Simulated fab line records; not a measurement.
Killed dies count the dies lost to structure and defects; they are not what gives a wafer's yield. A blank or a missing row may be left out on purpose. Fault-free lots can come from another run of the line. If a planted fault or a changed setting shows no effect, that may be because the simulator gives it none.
fab line records    flow berkeley_cmos170
record lots=7  wafers=21  last_day=13
route steps=331 shown NWELL@32 PWELL@34
lots that met no fault: from a run of the same line without faults
start_h: hours from the record's opening day to when the first of the lot's shown wafers began    wait_h: hours elapsed since this lot's preceding step    " as in the row above    L1.1+2: several wafers, shown together as one row    - no value present, or no start provided    * or withheld: withheld    < > ~ a bound
route shown NAME@n: names a module that has steps shown in the file, with the first one's number in the route    usual: the fault-free wafers' mean and standard deviation    same: alike in all rows    chamber/n: place in a boat    sites: per-site readings    _std_site: their standard deviation    _edge_site: outer sites' mean less inner sites'    radius_mm: how far each site lies from the wafer's centre    mask NAME#n: copy n    behind: the last tool/chamber to shape the wafer    hold: the reason the lot was held/the length of the hold in hours/how it ended    device: the n, p or np transistor that did not switch    end of line: tests of these same wafers at the route's end    a step without rows: its recipe alone    killed: at the first sort, the dies lost to defects and structure; wafer yield is something else    map: a wafer's dies, x killed, . not, _ none there
set.NAME: the run value of the setting; set.NAME@STEP: its run value at that earlier step    model.NAME: the simulator's own value behind a step, which no gauge read
lots at selected steps of the route; one table per step, one row per wafer
services: when a tool's chamber went out of use (start_h, in hours from the record's first day, below 0 if earlier), for how many hours, and the reason
## steps
# step UCB170_NWELL_WET_ETCH_18
# recipe chemistry=H3PO4  target=Si3N4  temp_c=160  time_s=14400
# step UCB170_NWELL_WET_ETCH_19
# recipe chemistry=BOE  dilution=5:1  target=SiO2  temp_c=25  time_s=22
# step UCB170_PWELL_CLEAN_00
# recipe chemistry=SPM  temp_c=120  time_s=600
# step UCB170_PWELL_CLEAN_01
# recipe chemistry=dHF  dilution=25:1  time_s=60
# step UCB170_PWELL_OXIDATION_02
# recipe temp_c=1000  ambient=O2  target_thk_a=264  ox_time_s=1260
# step UCB170_PWELL_THK_MEAS_03
# recipe reads=SiO2_of_PWELL_OXIDATION_02
# usual PWELL_OXIDE_THK=26.6/0.4
lot.wafer  tool           chamber  start_h  wait_h  PWELL_OXIDE_THK[nm]
L873.2     film_metro-04  -        49.76    0.0     25.6
L873.3     "              -        "        "       25.5
L873.4     "              -        "        "       26.1
L880.1     film_metro-02  -        87.44    0.0     26.5
L880.2     "              -        "        "       26.8
L880.5     "              -        "        "       26.7
L881.2     film_metro-01  -        87.45    0.0     26.5
L881.4     "              -        "        "       26.6
L881.5     "              -        "        "       26.5
L882.2     film_metro-02  -        94.23    0.0     26.1
L882.4     "              -        "        "       26.4
L882.6     "              -        "        "       26.3
L887.1     film_metro-01  -        120.65   0.0     27.1
L887.5     "              -        "        "       26.7
L887.6     "              -        "        "       27.3
L890.1     film_metro-04  -        135.47   0.0     26.8
L890.3     "              -        "        "       26.7
L890.5     "              -        "        "       27.2
L894.2     film_metro-04  -        164.48   0.0     26.0
L894.4     "              -        "        "       26.4
L894.6     "              -        "        "       26.3
# step UCB170_PWELL_ANNEAL_04
# recipe temp_c=1000  time_s=900  ambient=N2
# step UCB170_PWELL_CVD_05
# recipe material=Si3N4  target_thk_nm=220  temp_c=800  precursor=SiH2Cl2/NH3  time_s=3300  pressure_mtorr=200  sih2cl2_flow_sccm=25  nh3_flow_sccm=75
# step UCB170_PWELL_THK_MEAS_06
# recipe reads=Si3N4_of_PWELL_CVD_05
# usual PWELL_NITRIDE_THK=221.0/2
lot.wafer  tool           chamber  start_h  wait_h  PWELL_NITRIDE_THK[nm]
L873.2     film_metro-04  -        57.60    0.0     224.1
L873.3     "              -        "        "       221.8
L873.4     "              -        "        "       221.0
L880.1     film_metro-04  -        94.78    0.0     218.5
L880.2     "              -        "        "       219.7
L880.5     "              -        "        "       218.4
L881.2     film_metro-01  -        94.79    0.0     220.5
L881.4     "              -        "        "       219.8
L881.5     "              -        "        "       219.9
L882.2     film_metro-01  -        102.12   0.0     218.9
L882.4     "              -        "        "       217.4
L882.6     "              -        "        "       219.7
L887.1     film_metro-01  -        136.05   0.0     220.6
L887.5     "              -        "        "       220.6
L887.6     "              -        "        "       221.5
L890.1     film_metro-02  -        143.92   0.0     220.6
L890.3     "              -        "        "       221.7
L890.5     "              -        "        "       219.9
L894.2     film_metro-04  -        173.81   0.0     222.3
L894.4     "              -        "        "       223.6
L894.6     "              -        "        "       223.4
# step UCB170_PWELL_HMDS_07
# recipe prime_time_s=60  prime_temp_c=100
# step UCB170_PWELL_COAT_08
# recipe resist=KrF  spin_rpm=1500  resist_thk_nm=900
# step UCB170_PWELL_SOFTBAKE_09
# recipe resist=KrF  temp_c=130  time_s=60
# step UCB170_PWELL_EXPOSE_10
# recipe mask_id=PWELL  target_cd_nm=3000  na=0.5  sigma_outer=0.6  source_shape=conventional  dose_mj=19
# usual exposure_dose_mJ_cm2=18.999/0.019  focus_offset_nm=0.0/0.51  na=0.5/0  sigma_outer=0.6/0  stage_vel_mm_s=500.00/0.29
lot.wafer  tool            chamber  start_h  wait_h  mask     exposure_dose_mJ_cm2  focus_offset_nm  na   sigma_outer  stage_vel_mm_s
L873.2     krf_scanner-01  0        58.12    0.1     PWELL#0  18.982                0.7              0.5  0.6          500.01
L873.3     "               0        "        "       PWELL#0  19.006                -0.9             0.5  0.6          499.94
L873.4     "               0        "        "       PWELL#0  19.006                0.2              0.5  0.6          499.98
L880.1     krf_scanner-01  -        95.44    0.2     PWELL#0  -                     -                -    -            -
L880.2     "               -        "        "       PWELL#0  -                     -                -    -            -
L880.5     "               -        "        "       PWELL#0  -                     -                -    -            -
L881.2     krf_scanner-02  -        95.70    0.4     PWELL#0  -                     -                -    -            -
L881.4     "               -        "        "       PWELL#0  -                     -                -    -            -
L881.5     "               -        "        "       PWELL#0  -                     -                -    -            -
L882.2     krf_scanner-02  -        102.90   0.1     PWELL#0  -                     -                -    -            -
L882.4     "               -        "        "       PWELL#0  -                     -                -    -            -
L882.6     "               -        "        "       PWELL#0  -                     -                -    -            -
L887.1     krf_scanner-01  0        136.56   0.1     PWELL#0  19.016                -0.3             0.5  0.6          499.75
L887.5     "               0        "        "       PWELL#0  19.030                -0.3             0.5  0.6          500.03
L887.6     "               0        "        "       PWELL#0  19.015                -0.1             0.5  0.6          499.74
L890.1     krf_scanner-01  0        144.92   0.4     PWELL#0  18.964                -0.3             0.5  0.6          499.64
L890.3     "               0        "        "       PWELL#0  18.978                -0.6             0.5  0.6          499.63
L890.5     "               0        "        "       PWELL#0  18.996                -1.3             0.5  0.6          499.66
L894.2     krf_scanner-01  0        174.72   0.3     PWELL#0  18.979                -0.9             0.5  0.6          500.43
L894.4     "               0        "        "       PWELL#0  19.012                -0.5             0.5  0.6          500.02
L894.6     "               0        "        "       PWELL#0  18.993                -1.2             0.5  0.6          500.03
# step UCB170_PWELL_PEB_11
# recipe peb_temp_c=130  peb_time_s=withheld  resist=KrF
## services
tool            chamber  start_h  hours  kind
krf_scanner-02  -        35.61    1.3    pm
krf_scanner-02  -        87.86    0.8    pm
krf_scanner-02  -        89.31    1.7    repair
krf_scanner-01  -        96.98    1.0    pm
krf_scanner-01  -        125.54   3.6    pm
krf_scanner-02  0        140.90   -      calibration
krf_scanner-01  -        150.34   0.4    repair
## key
first_sign step=UCB170_PWELL_EXPOSE_10  reading=tool_record  direction=missing
effect none on later readings
met_at UCB170_PWELL_EXPOSE_10
struck_wafers L880.1,L880.2,L880.5,L881.2,L881.4,L881.5,L882.2,L882.4,L882.6
later_rows_left_out L880.1,L880.2,L880.5,L881.2,L881.4,L881.5,L882.2,L882.4,L882.6
sort_left_out L880.1,L880.2,L880.5,L881.2,L881.4,L881.5,L882.2,L882.4,L882.6
tester_left_out L880,L881,L882
onset_between 58.12 95.44
fault kind=skipped_step_whole  tool=krf_scanner-01,krf_scanner-02  chamber=-  onset_h=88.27  steps=UCB170_PWELL_EXPOSE_10  scope=struck_lots_only
# tester_left_out: of these lots the tester's yield and bins aren't shown, on N5 and GAA mostly nor the transistor test; their killed dies are dies lost to structure and defects alone, not to doping, threshold or leakage, so they don't give the yield
# sort_left_out: the simulated sort isn't trusted on such a fault, so these wafers' sort isn't shown, and their yield isn't known
# later_rows_left_out: the simulator's readings of these wafers behind a module that went badly wrong aren't trusted and aren't shown, but for the sort
